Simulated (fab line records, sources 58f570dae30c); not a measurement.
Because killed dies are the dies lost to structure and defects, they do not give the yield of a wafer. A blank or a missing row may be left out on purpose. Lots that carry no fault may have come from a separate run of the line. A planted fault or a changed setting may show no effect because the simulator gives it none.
fab line records	flow berkeley_cmos170
[record] lots = 6	wafers = 18	last_day = 12
route steps=331 shown M3@315
lots that met no fault: taken from a fault-free run of the same line
start_h: start of the lot's first displayed wafer, in hours after the record's first day	wait_h: how many hours have passed since the lot's step before this one	" same as the row above	L1.1+2: several wafers, shown together as one row	- either no value or no given start	* or withheld: withheld	< > ~ a bound
route shown NAME@n: names a module that has steps shown in the file, with the first one's number in the route	usual: mean/standard deviation taken from wafers without a fault	same: alike in all rows	chamber/n: place in a boat	sites: each site's reading	_std_site: standard deviation of those values	_edge_site: outer sites' mean less inner sites'	radius_mm: how far each site lies from the wafer's centre	mask NAME#n: copy n	behind: the tool/chamber that last shaped the wafer	hold: reason for holding the lot/hours on hold/outcome of the hold	device: the transistor (n, p or np) that didn't switch	end of line: the tests these same wafers got at the end of their route	a step with no rows: only its recipe	killed: count of dies lost to structure and defects at first sort (not the wafer's yield)	map: per-die view of a wafer (x killed, . not killed, _ where there is no die)
set.NAME: setting as actually run; set.NAME@STEP: the setting as run at that earlier step	model.NAME: the simulator's own value behind a step, which no gauge read
lots seen at some steps along the route; tables by step, rows by wafer
services: a tool's chamber out of use, with start hour (start_h, from the record's first day; less than 0 if before it), hours out, and reason
[[steps]]
[step UCB170_M3_SOFTBAKE_06]
[recipe] resist = KrF	temp_c = 130	time_s = 60
[step UCB170_M3_STRIP_07]
[recipe] chemistry = O2	power_w = 400	pressure_mtorr = 3500	platen_temp_c = withheld	o2_flow_sccm = 400	overash_fraction = 0.5
[usual] drypump_motor_current_A = 6.0/0.31	oes_product_au = 0.735/0.0049	strip_time_to_endpoint_s = 21.95/0.072
lot.wafer	tool	chamber	start_h	wait_h	drypump_motor_current_A	oes_product_au	rf_hours_counter_h	strip_time_to_endpoint_s
L598.1	plasma_asher-01	0	197.01	0.1	6.0	0.727	48	22.01
L598.2	"	1	"	"	5.5	0.732	48	21.96
L598.5	"	1	"	"	5.5	0.736	-	22.01
L601.2	plasma_asher-03	0	206.16	0.1	6.1	0.738	11	21.91
L601.3	"	1	"	"	6.3	0.732	-	21.94
L601.5	"	1	"	"	6.3	0.737	-	21.99
L610.3	plasma_asher-02	0	236.26	0.1	5.5	0.735	-	21.85
L610.5	"	0	"	"	5.5	0.734	-	21.83
L610.6	"	1	"	"	6.1	0.722	-	21.88
L606.2	plasma_asher-03	0	237.97	0.1	6.1	0.732	14	21.91
L606.3	"	1	"	"	6.2	0.733	-	21.89
L606.4	"	0	"	"	6.1	0.731	-	21.92
L613.2	plasma_asher-01	1	247.45	0.1	5.5	0.732	54	21.81
L613.3	"	1	"	"	5.5	0.738	-	21.81
L613.5	"	0	"	"	6.0	0.737	-	21.92
L617.1	plasma_asher-03	1	289.05	0.1	6.2	0.735	20	21.99
L617.5	"	1	"	"	6.2	0.732	-	21.94
L617.6	"	0	"	"	6.1	0.738	-	22.01
[step UCB170_M3_STRIP_08]
[recipe] chemistry = DMSO	temp_c = 80	time_s = 600	material = KrF
[step UCB170_M3_COAT_09]
[recipe] resist = BARC	temp_c = withheld	time_s = withheld	spin_rpm = 3000	resist_thk_nm = withheld
[step UCB170_M3_COAT_10]
[recipe] resist = KrF	spin_rpm = 1500	resist_thk_nm = 900
[step UCB170_M3_SOFTBAKE_11]
[recipe] resist = KrF	temp_c = 130	time_s = 60
[step UCB170_M3_EXPOSE_12]
[recipe] mask_id = METAL3	target_cd_nm = 700	na = 0.5	sigma_outer = 0.6	source_shape = conventional	dose_mj = 26
[step UCB170_M3_PEB_13]
[recipe] peb_temp_c = 130	peb_time_s = withheld	resist = KrF
[step UCB170_M3_DEVELOP_14]
[recipe] developer = TMAH	develop_time_s = 45	resist = KrF	dev_temp_c = 21
[step UCB170_M3_CD_MEAS_15]
[recipe] target_cd_nm = 700
[usual] cd_nm = 699.6/1.7
lot.wafer	tool	chamber	start_h	wait_h	cd_nm
L598.1	cd_sem-01	-	198.49	-	699.3
L598.2	"	-	"	"	700.7
L598.5	"	-	"	"	700.1
L601.2	cd_sem-01	-	207.78	-	700.4
L601.3	"	-	"	"	699.3
L601.5	"	-	"	"	700.7
L610.3	cd_sem-02	-	238.99	-	699.6
L610.5	"	-	"	"	697.8
L610.6	"	-	"	"	699.2
L606.2	cd_sem-01	-	240.12	-	698.4
L606.3	"	-	"	"	699.7
L606.4	"	-	"	"	697.7
L613.2	cd_sem-01	-	249.50	-	701.2
L613.3	"	-	"	"	702.5
L613.5	"	-	"	"	702.1
L617.1	cd_sem-01	-	290.18	-	697.1
L617.5	"	-	"	"	698.3
L617.6	"	-	"	"	697.5
[step UCB170_M3_OVL_MEAS_16]
[usual] M3_OVL = -2/5.3
lot.wafer	tool	chamber	start_h	wait_h	M3_OVL[nm]
L598.1	overlay-01	-	198.61	0.1	3
L598.2	"	-	"	"	-5
L598.5	"	-	"	"	2
L601.2	overlay-02	-	207.89	0.1	-1
L601.3	"	-	"	"	-3
L601.5	"	-	"	"	-4
L610.3	overlay-02	-	239.08	0.1	7
L610.5	"	-	"	"	3
L610.6	"	-	"	"	9
L606.2	overlay-01	-	240.22	0.1	0
L606.3	"	-	"	"	-4
L606.4	"	-	"	"	-6
L613.2	overlay-02	-	249.60	0.1	2
L613.3	"	-	"	"	6
L613.5	"	-	"	"	3
L617.1	overlay-01	-	290.30	0.1	-3
L617.5	"	-	"	"	2
L617.6	"	-	"	"	0
[step UCB170_M3_ETCH_17]
[recipe] chemistry = N2/H2	target_depth_a = withheld	overetch_a = withheld	target = BARC	time_s = withheld	source_w = 500	bias_w = 100	pressure_mtorr = 30	n2_flow_sccm = 100	h2_flow_sccm = 200
[usual] drypump_motor_current_A = 5.9/0.41	oes_product_au = 0.992/0.021	rf_fwd_power_W = 494.7/2.6	throttle_valve_pct = 13.27/0.097
lot.wafer	tool	chamber	start_h	wait_h	drypump_motor_current_A	oes_product_au	rf_fwd_power_W	throttle_valve_pct
L598.1	rie_diel-03	3	198.64	0.0	5.7	0.999	498.5	13.21
L598.2	"	2	"	"	6.6	1.008	494.4	13.22
L598.5	"	3	"	"	5.7	0.994	497.8	13.22
L601.2	rie_diel-04	3	207.92	0.0	5.2	1.042	497.1	13.13
L601.3	"	0	"	"	5.9	0.994	492.9	13.49
L601.5	"	3	"	"	5.2	1.047	497.3	13.14
L610.3	rie_diel-03	2	239.11	0.0	6.5	0.992	495.7	13.24
L610.5	"	0	"	"	5.6	0.982	493.0	13.29
L610.6	"	2	"	"	6.5	0.994	494.9	13.25
L606.2	rie_diel-03	2	240.25	0.0	6.6	0.991	495.3	13.23
L606.3	"	0	"	"	5.6	0.977	494.5	13.31
L606.4	"	1	"	"	6.3	0.968	490.5	13.24
L613.2	rie_diel-02	3	249.63	0.0	5.5	0.960	491.6	13.39
L613.3	"	1	"	"	5.6	1.013	495.0	13.27
L613.5	"	2	"	"	6.4	0.982	496.3	13.35
L617.1	rie_diel-04	2	290.33	0.0	5.5	0.979	495.4	13.19
L617.5	"	3	"	"	5.2	1.031	493.0	13.13
L617.6	"	0	"	"	5.8	0.996	493.6	13.49
[step UCB170_M3_METAL_ETCH_18]
[recipe] chemistry = Cl2/BCl3	target = Al	stop_on = SiO2	pressure_mtorr = 12	target_depth_a = 11700	over_etch_frac = 0.3	time_s = 195	icp_w = 600	bias_w = 120	Cl2_flow_sccm = 90	bcl3_flow_sccm = 45
[usual] drypump_motor_current_A = 6.0/0.37	oes_product_au = 0.852/0.018	rf_fwd_power_W = 597.4/2	throttle_valve_pct = 24.2/0.32
lot.wafer	tool	chamber	start_h	wait_h	drypump_motor_current_A	oes_product_au	rf_fwd_power_W	rf_hours_counter_h	throttle_valve_pct	model.M3.feature_depth_nm	model.KrF_of_M3_COAT_10.thk_nm	model.etch.depth_nm
L598.1	rie_metal-01	0	198.69	-	6.4	0.837	599.3	11	24.4	940.2	238.2	886.4
L598.2	"	1	"	"	6.3	0.866	598.3	12	24.1	938.8	196.3	881.1
L598.5	"	0	"	"	6.3	0.838	598.0	-	24.4	951.7	232.9	897.4
L601.2	rie_metal-04	1	207.96	-	5.5	0.871	596.7	10	24.8	949.5	182.8	891.2
L601.3	"	0	"	"	6.4	0.820	594.0	-	23.9	935.2	212.2	878.9
L601.5	"	1	"	"	5.5	0.857	595.9	-	24.8	949.3	187.4	890.9
L610.3	rie_metal-01	0	239.21	-	6.3	0.711	595.4	-	24.5	643.3	510.7	643.3
L610.5	"	1	"	"	6.2	0.756	599.3	-	24.2	678.9	494.1	678.9
L610.6	"	0	"	"	6.4	0.705	592.7	-	24.5	642	514.9	642
L606.2	rie_metal-01	1	240.29	-	6.2	0.764	601.0	13	24.2	687.4	489.5	687.4
L606.3	"	1	"	"	6.2	0.749	601.8	-	24.2	681.5	493.2	681.5
L606.4	"	0	"	"	6.4	0.715	595.8	-	24.5	647.4	511.1	647.4
L613.2	rie_metal-02	1	249.68	-	6.1	0.855	600.7	3	24.1	958.3	214.1	902.5
L613.3	"	1	"	"	6.1	0.854	598.9	-	24.1	953.5	218.1	898
L613.5	"	1	"	"	6.1	0.847	598.0	-	24.1	943	215.7	887.2
L617.1	rie_metal-04	0	290.38	-	6.3	0.850	599.2	1	23.9	954.5	232.4	899.9
L617.5	"	1	"	"	5.5	0.875	599.5	-	24.8	968.5	178.6	909.9
L617.6	"	0	"	"	6.3	0.853	594.8	-	23.9	961.7	231.6	907.2
[step UCB170_M3_STRIP_19]
[recipe] chemistry = O2	power_w = 400	pressure_mtorr = 3500	platen_temp_c = withheld	o2_flow_sccm = 400	overash_fraction = 0.5
[usual] drypump_motor_current_A = 5.9/0.32	oes_product_au = 0.545/0.02
lot.wafer	tool	chamber	start_h	wait_h	drypump_motor_current_A	oes_product_au	rf_hours_counter_h
L598.1	plasma_asher-02	0	198.87	0.1	5.5	0.568	39
L598.2	"	1	"	"	6.2	0.522	39
L598.5	"	1	"	"	6.2	0.560	-
L601.2	plasma_asher-01	1	208.15	0.1	5.6	0.521	49
L601.3	"	1	"	"	5.6	0.538	-
L601.5	"	0	"	"	6.0	0.518	-
L610.3	plasma_asher-03	0	239.37	0.1	6.1	0.725	-
L610.5	"	0	"	"	6.1	0.717	-
L610.6	"	1	"	"	6.3	0.726	-
L606.2	plasma_asher-03	0	240.48	0.1	6.1	0.717	15
L606.3	"	1	"	"	6.3	0.706	-
L606.4	"	0	"	"	6.1	0.722	-
L613.2	plasma_asher-01	0	249.86	0.1	6.0	0.549	54
L613.3	"	1	"	"	5.5	0.549	-
L613.5	"	1	"	"	5.5	0.545	-
L617.1	plasma_asher-02	0	290.56	0.1	5.5	0.558	50
L617.5	"	0	"	"	5.5	0.507	-
L617.6	"	1	"	"	6.1	0.555	-
[step UCB170_M3_CD_MEAS_90]
[recipe] target_cd_nm = 700
[usual] cd_nm = 701/3.2
lot.wafer	tool	chamber	start_h	wait_h	cd_nm
L598.1	cd_sem-01	-	198.98	0.1	696
L598.2	"	-	"	"	703
L598.5	"	-	"	"	694
L601.2	cd_sem-01	-	208.29	0.1	704
L601.3	"	-	"	"	705
L601.5	"	-	"	"	705
L610.3	cd_sem-01	-	239.48	0.1	722
L610.5	"	-	"	"	720
L610.6	"	-	"	"	720
L606.2	cd_sem-02	-	240.60	0.1	721
L606.3	"	-	"	"	721
L606.4	"	-	"	"	717
L613.2	cd_sem-01	-	249.98	0.1	704
L613.3	"	-	"	"	705
L613.5	"	-	"	"	703
L617.1	cd_sem-02	-	290.66	0.1	701
L617.5	"	-	"	"	694
L617.6	"	-	"	"	700
[step UCB170_M3_BOW_MEAS_20]
[recipe] mode = bow
[usual] M3_BOW = 35/7
lot.wafer	tool	chamber	start_h	wait_h	M3_BOW[um]
L598.1	film_metro-03	-	199.10	0.1	33
L598.2	"	-	"	"	50
L598.5	"	-	"	"	26
L601.2	film_metro-02	-	208.41	0.1	24
L601.3	"	-	"	"	34
L601.5	"	-	"	"	36
L610.3	film_metro-03	-	239.60	0.1	45
L610.5	"	-	"	"	42
L610.6	"	-	"	"	40
L606.2	film_metro-04	-	240.72	0.1	30
L606.3	"	-	"	"	25
L606.4	"	-	"	"	34
L613.2	film_metro-02	-	250.10	0.1	37
L613.3	"	-	"	"	41
L613.5	"	-	"	"	27
L617.1	film_metro-03	-	290.78	0.1	30
L617.5	"	-	"	"	29
L617.6	"	-	"	"	37
[[services]]
tool	chamber	start_h	hours	kind
rie_diel-02	3	184.31	-	clean
rie_diel-02	3	184.31	19.5	scheduled_down
rie_diel-02	3	184.31	19.5	vent_cycle
rie_diel-02	0	189.40	20.2	repair
rie_metal-02	1	189.47	12.1	repair
rie_diel-02	-	205.33	0.2	repair
rie_diel-03	3	205.41	-	clean
rie_diel-03	3	205.41	19.9	scheduled_down
rie_diel-03	3	205.41	19.9	vent_cycle
rie_metal-04	0	208.15	-	clean
rie_metal-04	0	208.15	18.4	scheduled_down
rie_metal-04	0	208.15	18.4	vent_cycle
rie_diel-03	-	209.34	0.6	repair
rie_diel-02	3	212.51	3.2	repair
rie_metal-01	-	217.51	0.4	repair
plasma_asher-03	-	219.57	4.3	repair
rie_diel-03	3	238.73	10.3	repair
rie_diel-03	1	248.50	5.1	repair
rie_diel-04	0	270.02	7.4	repair
[[key]]
[first_sign] step = UCB170_M3_METAL_ETCH_18	reading = oes_product_au	direction = down	sigmas = 6.6	usual = 0.852	struck = 0.734
[effect] step = UCB170_M3_STRIP_19	reading = oes_product_au	direction = up	sigmas = 8.6	usual = 0.545	struck = 0.719
[effect] step = UCB170_M3_CD_MEAS_90	reading = cd_nm	direction = up	sigmas = 6.1	usual = 701	struck = 720
[model_effect] step = UCB170_M3_METAL_ETCH_18	value = M3.feature_depth_nm	without = 970.1	struck = 663.4
[model_effect] step = UCB170_M3_PROBE_99	value = etest.antenna_m2.short	without = 0	struck = 1
met_at UCB170_M3_METAL_ETCH_18
struck_wafers L606.2,L606.3,L606.4,L610.3,L610.5,L610.6
later_rows_left_out L606.2,L606.3,L606.4,L610.3,L610.5,L610.6
sort_left_out L606.2,L606.3,L606.4,L610.3,L610.5,L610.6
onset_between 198.69 239.21
[fault] kind = process_parameter_drift	tool = rie_metal-01	chamber = -	onset_h = 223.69	steps = UCB170_M3_METAL_ETCH_18	channel = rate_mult	offset = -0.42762	shape = step	end_h = 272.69
// sort_left_out: the simulated sort isn't trusted on such a fault, so these wafers' sort isn't shown, and their yield isn't known
// later_rows_left_out: the simulator's readings of these wafers behind a module that went badly wrong aren't trusted and aren't shown, but for the sort
